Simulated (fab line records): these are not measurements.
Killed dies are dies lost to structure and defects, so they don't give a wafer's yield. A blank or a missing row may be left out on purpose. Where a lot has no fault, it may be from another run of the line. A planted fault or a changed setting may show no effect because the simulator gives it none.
Check for tools in common + flow berkeley-cmos170 + 13 lots, 39 wafers sampled

== REASON FOR OPENING ==
At UCB170_PSD_TW_MEAS_10 the reading PSD_TW is flagged on 1 of 13 lots. Wafers without a fault read 2322, standard deviation 20.
Rule: a lot gets a flag if all its wafers with a number sit over 4 standard deviations from that mean, or if no wafer of it has a number. The rest of the lots are taken to be sound.

| lot  | measured     | on            | PSD_TW, wafer by wafer | flag    |
|------|--------------|---------------|------------------------|---------|
| L799 | day 7 17:27  | film-metro-04 | 2302 2303 2315         |         |
| L801 | day 8 05:26  | film-metro-04 | 2303 2299 2305         |         |
| L806 | day 9 09:19  | film-metro-01 | 2351 2340 2349         |         |
| L804 | day 9 09:41  | film-metro-04 | 2333 2335 2336         |         |
| L807 | day 9 10:01  | film-metro-01 | 2339 2346 2341         |         |
| L808 | day 10 06:53 | film-metro-04 | 2337 2326 2321         |         |
| L811 | day 11 00:05 | film-metro-01 | 2359 2365 2378         |         |
| L810 | day 11 00:12 | film-metro-04 | 30 30 30               | FLAGGED |
| L815 | day 12 02:56 | film-metro-01 | 2334 2351 2337         |         |
| L814 | day 12 03:37 | film-metro-04 | 2327 2336 2325         |         |
| L820 | day 13 20:18 | film-metro-04 | 2315 2329 2316         |         |
| L821 | day 13 20:35 | film-metro-02 | 2280 2282 2288         |         |
| L822 | day 14 04:34 | film-metro-04 | 2345 2327 2338         |         |
On average the flagged lots read 30, which is -2292 against the usual, or -99 or more standard deviations.

== EACH LOT AND THE TOOL IT RAN ON ==
Before the reading, the record contains 4 process steps out of a 331-step route. Cell contents, in order: the tool; ch with the chambers the sampled wafers went through; the start.
| lot  | flag    | UCB170_ACTIVE_ETCH_15              | UCB170_ACTIVE_STRIP_16               | UCB170_NLDD_STRIP_10                 | UCB170_PSD_STRIP_09                  |
|------|---------|------------------------------------|--------------------------------------|--------------------------------------|--------------------------------------|
| L799 |         | rie-diel-01 ch 0,2, day 4 20:56    | plasma-asher-01 ch 0,1, day 4 21:04  | plasma-asher-01 ch 0,1, day 7 07:21  | plasma-asher-01 ch 0,1, day 7 17:21  |
| L801 |         | rie-diel-02 ch 0,2,3, day 5 05:26  | plasma-asher-02 ch 0,1, day 5 05:32  | plasma-asher-03 ch 0,1, day 7 19:59  | plasma-asher-02 ch 0,1, day 8 05:19  |
| L806 |         | rie-diel-04 ch 0,1,2, day 6 05:36  | plasma-asher-02 ch 0,1, day 6 05:42  | plasma-asher-04 ch 0,1, day 8 22:33  | plasma-asher-04 ch 0,1, day 9 09:13  |
| L804 |         | rie-diel-01 ch 1,2, day 6 01:10    | plasma-asher-02 ch 0,1, day 6 01:16  | plasma-asher-03 ch 0,1, day 8 22:55  | plasma-asher-02 ch 0,1, day 9 09:34  |
| L807 |         | rie-diel-01 ch 1,2,3, day 6 05:52  | plasma-asher-03 ch 0,1, day 6 05:58  | plasma-asher-04 ch 0, day 8 23:02    | plasma-asher-04 ch 0,1, day 9 09:54  |
| L808 |         | rie-diel-01 ch 0,1,2, day 6 19:40  | plasma-asher-02 ch 0,1, day 6 19:46  | plasma-asher-04 ch 1, day 9 18:14    | plasma-asher-01 ch 0,1, day 10 06:47 |
| L811 |         | rie-diel-01 ch 0,2, day 7 02:22    | plasma-asher-03 ch 0,1, day 7 02:28  | plasma-asher-03 ch 0,1, day 10 13:47 | plasma-asher-01 ch 1, day 10 23:59   |
| L810 | FLAGGED | rie-diel-02 ch 0,1,3, day 7 02:37  | plasma-asher-01 ch 0,1, day 7 02:43  | plasma-asher-04 ch 0,1, day 10 14:02 | plasma-asher-04 ch 0,1, day 11 00:05 |
| L815 |         | rie-diel-01 ch 0,1, day 8 00:49    | plasma-asher-01 ch 0,1, day 8 00:56  | plasma-asher-01 ch 0,1, day 11 19:16 | plasma-asher-04 ch 0,1, day 12 02:51 |
| L814 |         | rie-diel-02 ch 0,1,3, day 8 01:03  | plasma-asher-02 ch 0,1, day 8 01:09  | plasma-asher-01 ch 0,1, day 11 19:41 | plasma-asher-01 ch 0,1, day 12 03:30 |
| L820 |         | rie-diel-01 ch 1,2,3, day 10 00:05 | plasma-asher-03 ch 0, day 10 00:11   | plasma-asher-04 ch 0,1, day 13 11:55 | plasma-asher-01 ch 0,1, day 13 20:12 |
| L821 |         | rie-diel-02 ch 1,2, day 10 00:19   | plasma-asher-01 ch 0,1, day 10 00:27 | plasma-asher-01 ch 0,1, day 13 11:59 | plasma-asher-02 ch 0,1, day 13 20:29 |
| L822 |         | rie-diel-01 ch 1,2,3, day 10 11:14 | plasma-asher-03 ch 0,1, day 10 11:20 | plasma-asher-03 ch 0,1, day 13 20:17 | plasma-asher-04 ch 0,1, day 14 04:28 |
What these steps do:
- UCB170_ACTIVE_ETCH_15: etches Si3N4 in CH3F/Ar/O2, stops on SiO2, target depth 242 nm, time 151 s.
- UCB170_ACTIVE_STRIP_16: strips in O2.
- UCB170_NLDD_STRIP_10: strips in O2.
- UCB170_PSD_STRIP_09: strips in O2.
- UCB170_PSD_TW_MEAS_10

== FLAGGED AGAINST TOTAL, ONE TOOL AT A TIME (gauges that did the reading follow at the end) ==
| step                   | tool            | lots run | flagged | share of the flagged lots | sound lots run after its first flagged lot |
|------------------------|-----------------|----------|---------|---------------------------|--------------------------------------------|
| UCB170_ACTIVE_ETCH_15  | rie-diel-01     | 8        | 0       | none                      | -                                          |
| UCB170_ACTIVE_ETCH_15  | rie-diel-02     | 4        | 1       | all                       | 2 (L814,L821)                              |
| UCB170_ACTIVE_ETCH_15  | rie-diel-04     | 1        | 0       | none                      | -                                          |
| UCB170_ACTIVE_STRIP_16 | plasma-asher-01 | 4        | 1       | all                       | 2 (L815,L821)                              |
| UCB170_ACTIVE_STRIP_16 | plasma-asher-02 | 5        | 0       | none                      | -                                          |
| UCB170_ACTIVE_STRIP_16 | plasma-asher-03 | 4        | 0       | none                      | -                                          |
| UCB170_NLDD_STRIP_10   | plasma-asher-01 | 4        | 0       | none                      | -                                          |
| UCB170_NLDD_STRIP_10   | plasma-asher-03 | 4        | 0       | none                      | -                                          |
| UCB170_NLDD_STRIP_10   | plasma-asher-04 | 5        | 1       | all                       | 1 (L820)                                   |
| UCB170_PSD_STRIP_09    | plasma-asher-01 | 5        | 0       | none                      | -                                          |
| UCB170_PSD_STRIP_09    | plasma-asher-02 | 3        | 0       | none                      | -                                          |
| UCB170_PSD_STRIP_09    | plasma-asher-04 | 5        | 1       | all                       | 2 (L815,L822)                              |
| UCB170_PSD_TW_MEAS_10  | film-metro-01   | 4        | 0       | none                      | -                                          |
| UCB170_PSD_TW_MEAS_10  | film-metro-02   | 1        | 0       | none                      | -                                          |
| UCB170_PSD_TW_MEAS_10  | film-metro-04   | 8        | 1       | all                       | 3 (L814,L820,L822)                         |

== WHAT THE TABLE ALLOWS ==
5 rows of the table ran every flagged lot: rie-diel-02 at UCB170_ACTIVE_ETCH_15, plasma-asher-01 at UCB170_ACTIVE_STRIP_16, plasma-asher-04 at UCB170_NLDD_STRIP_10, plasma-asher-04 at UCB170_PSD_STRIP_09, film-metro-04 at UCB170_PSD_TW_MEAS_10.
- rie-diel-02 at UCB170_ACTIVE_ETCH_15: 1 of its 4 lots flagged. Sound lots ran on it after the first flagged one (L814, L821), which a lasting fault on the whole tool wouldn't allow.
- plasma-asher-01 at UCB170_ACTIVE_STRIP_16: 1 of its 4 lots flagged. Sound lots ran on it after the first flagged one (L815, L821), which a lasting fault on the whole tool wouldn't allow.
- plasma-asher-04 at UCB170_NLDD_STRIP_10: 1 of its 5 lots flagged. Sound lots ran on it after the first flagged one (L820), which a lasting fault on the whole tool wouldn't allow. Its own readings (oes-product-au) fall more than 4 standard deviations out on all wafers of the flagged lots.
- plasma-asher-04 at UCB170_PSD_STRIP_09: 1 of its 5 lots flagged. Sound lots ran on it after the first flagged one (L815, L822), which a lasting fault on the whole tool wouldn't allow. Its own readings (oes-product-au, strip-time-to-endpoint-s) fall more than 4 standard deviations out on all wafers of the flagged lots.
- film-metro-04 at UCB170_PSD_TW_MEAS_10: 1 of its 8 lots flagged. Sound lots ran on it after the first flagged one (L814, L820, L822), which a lasting fault on the whole tool wouldn't allow.
No row of the table ran every flagged lot and no sound lot after the first.

== WHAT THE SIMULATOR PUT IN ==
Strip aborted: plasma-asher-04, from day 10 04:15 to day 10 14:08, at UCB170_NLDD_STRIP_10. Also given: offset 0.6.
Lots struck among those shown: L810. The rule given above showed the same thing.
